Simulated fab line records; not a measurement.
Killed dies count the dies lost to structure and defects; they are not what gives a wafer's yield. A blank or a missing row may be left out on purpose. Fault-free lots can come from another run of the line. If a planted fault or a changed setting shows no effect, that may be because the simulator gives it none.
Comparing a struck lot with a sound one	flow berkeley cmos170	43 out of 331 route steps
Sound: these wafers, L624.1, L624.2, L624.5. Struck: wafers L625.2, L625.3, L625.5. The cause is named last.
Each step with rows lists, per side, the tool, then ch with its chambers, then its first start. Under that, the readings that differ: sound wafers	struck wafers	difference of the means	sigmas: that difference in standard deviations of wafers without a fault.
alike: readings whose means differ by less than 2 such deviations, and words and numbers that are the same on both sides. not compared: withheld readings, readings that some wafer has no value for, bounds like >300 that may hide the same value, and numbers for which the record gives no deviation and whose values overlap.
Wherever a step has rows on one side only, a row that says differs or no value, or a row with sigmas, the two part there. When numbers do not overlap yet have no deviation, they are printed without sigmas and do not part them. Lack of a reading on every wafer of one side parts them only where that side has two or more wafers.

first, 1 step without rows for these wafers: UCB170_START_OXIDATION_02 (target thk 20 nm, ox time 1800 s).
UCB170_START_THK_MEAS_03:
  sound on film metro-02, day 2 17:19; struck on film metro-03, day 3 01:36
  alike: START_OXIDE_THK
then, 7 steps without rows for these wafers: UCB170_START_ANNEAL_04 (time 1200 s); UCB170_ZERO_HMDS_00 (prime time 60 s); UCB170_ZERO_COAT_01 (resist thk 900 nm); UCB170_ZERO_SOFTBAKE_02 (time 60 s); UCB170_ZERO_EXPOSE_03 (exposes mask PM MARKS, target cd 4000 nm); UCB170_ZERO_PEB_04; UCB170_ZERO_DEVELOP_05 (develop time 45 s).
UCB170_ZERO_ETCH_06: etches SiO2 in CHF3/CF4/Ar, time 12 s.
  sound on rie diel-03 ch 2,3, day 3 02:40; struck on rie diel-03 ch 0,2,3, day 3 06:43
  alike: drypump motor current A, oes product au, throttle valve pct
  not compared: rf hours counter h
UCB170_ZERO_STRIP_07: strips in O2.
  sound on plasma asher-02 ch 0,1, day 3 02:41; struck on plasma asher-04 ch 0, day 3 06:44
  alike: drypump motor current A, oes product au, strip time to endpoint s
  not compared: rf hours counter h
then, 1 step without rows for these wafers: UCB170_NWELL_WET_ETCH_00 (etches SiO2 in dHF, time 200 s).
UCB170_NWELL_OXIDATION_01: target thk 26.4 nm, ox time 1260 s.
  sound on furnace-02 ch 0, day 3 06:29; struck on furnace-02 ch 0, day 3 10:50
  alike: zone power centre pct
UCB170_NWELL_THK_MEAS_02:
  sound on film metro-01, day 3 07:50; struck on film metro-04, day 3 12:12
  alike: NWELL_OXIDE_THK
then, 2 steps without rows for these wafers: UCB170_NWELL_ANNEAL_03 (time 900 s); UCB170_NWELL_CVD_04 (deposits Si3N4 from SiH2Cl2/NH3, target thk 224 nm, time 3360 s).
UCB170_NWELL_THK_MEAS_05:
  sound on film metro-04, day 3 17:01; struck on film metro-04, day 3 19:00
reading	sound	struck	difference	sigmas
NWELL_NITRIDE_THK (nm)	223.5 224.3 224.1	219.9 220.7 219.9	-3.8	-2
then, 6 steps without rows for these wafers: UCB170_NWELL_HMDS_06 (prime time 60 s); UCB170_NWELL_COAT_07 (resist thk 900 nm); UCB170_NWELL_SOFTBAKE_08 (time 60 s); UCB170_NWELL_EXPOSE_09 (exposes mask NWELL, target cd 3000 nm); UCB170_NWELL_PEB_10; UCB170_NWELL_DEVELOP_11 (develop time 45 s).
UCB170_NWELL_OVL_MEAS_12:
  sound on overlay-02, day 3 18:12; struck on overlay-02, day 3 20:14
  alike: NWELL_OVL
UCB170_NWELL_ETCH_13: etches Si3N4 in CH3F/Ar/O2, stops on SiO2, target depth 246.4 nm, time 154 s.
  sound on rie diel-02 ch 0,1, day 3 18:14; struck on rie diel-01 ch 1,2,3, day 3 20:16
reading	sound	struck	difference	sigmas
oes product au (a.u.)	0.963 0.952 0.966	0.947 0.914 0.915	-0.035	-2
  alike: CH3F_flow_sccm, drypump motor current A, throttle valve pct
  not compared: rf hours counter h
next, for these wafers, 1 step has no rows: UCB170_NWELL_IMPLANT_14.
UCB170_NWELL_STRIP_15: strips in O2.
  sound on plasma asher-02 ch 0,1, day 3 18:29; struck on plasma asher-01 ch 1, day 3 20:31
  alike: drypump motor current A, oes product au, strip time to endpoint s
  not compared: rf hours counter h
UCB170_NWELL_TW_MEAS_16:
  sound on film metro-01, day 3 18:35; struck on film metro-01, day 3 20:37
  alike: NWELL_TW
then, 6 steps without rows for these wafers: UCB170_NWELL_CLEAN_17 (cleans in SPM, time 600 s); UCB170_NWELL_WET_ETCH_18 (etches Si3N4 in H3PO4, time 14400 s); UCB170_NWELL_WET_ETCH_19 (etches SiO2 in BOE, time 22 s); UCB170_PWELL_CLEAN_00 (cleans in SPM, time 600 s); UCB170_PWELL_CLEAN_01 (cleans in dHF, time 60 s); UCB170_PWELL_OXIDATION_02 (target thk 26.4 nm, ox time 1260 s).
UCB170_PWELL_THK_MEAS_03:
  sound on film metro-03, day 4 07:12; struck on film metro-03, day 4 07:09
  alike: PWELL_OXIDE_THK
then, 2 steps without rows for these wafers: UCB170_PWELL_ANNEAL_04 (time 900 s); UCB170_PWELL_CVD_05 (deposits Si3N4 from SiH2Cl2/NH3, target thk 220 nm, time 3300 s).
UCB170_PWELL_THK_MEAS_06:
  sound on film metro-02, day 4 12:37; struck on film metro-04, day 4 12:37
reading	sound	struck	difference	sigmas
PWELL_NITRIDE_THK (nm)	217.3 217.8 217.7	221.9 221.3 221.1	+3.8	+2
then, 4 steps without rows for these wafers: UCB170_PWELL_HMDS_07 (prime time 60 s); UCB170_PWELL_COAT_08 (resist thk 900 nm); UCB170_PWELL_SOFTBAKE_09 (time 57.06 s); UCB170_PWELL_EXPOSE_10 (exposes mask PWELL, target cd 3000 nm).
-- the record jumps here: 6 days lie between the struck wafers' starts before and after (it left off in module PWELL and takes up again in module M3, whose first step shown is number 331 of the route) --
UCB170_M3_PROBE_99:
  record: rows for the struck wafers here (prober-02, day 10 07:05), none for the sound ones

== WHERE THEY PART ==
Earliest at UCB170_NWELL_THK_MEAS_05; latest, in this record, at UCB170_M3_PROBE_99.

WHY: whatever the simulator had introduced
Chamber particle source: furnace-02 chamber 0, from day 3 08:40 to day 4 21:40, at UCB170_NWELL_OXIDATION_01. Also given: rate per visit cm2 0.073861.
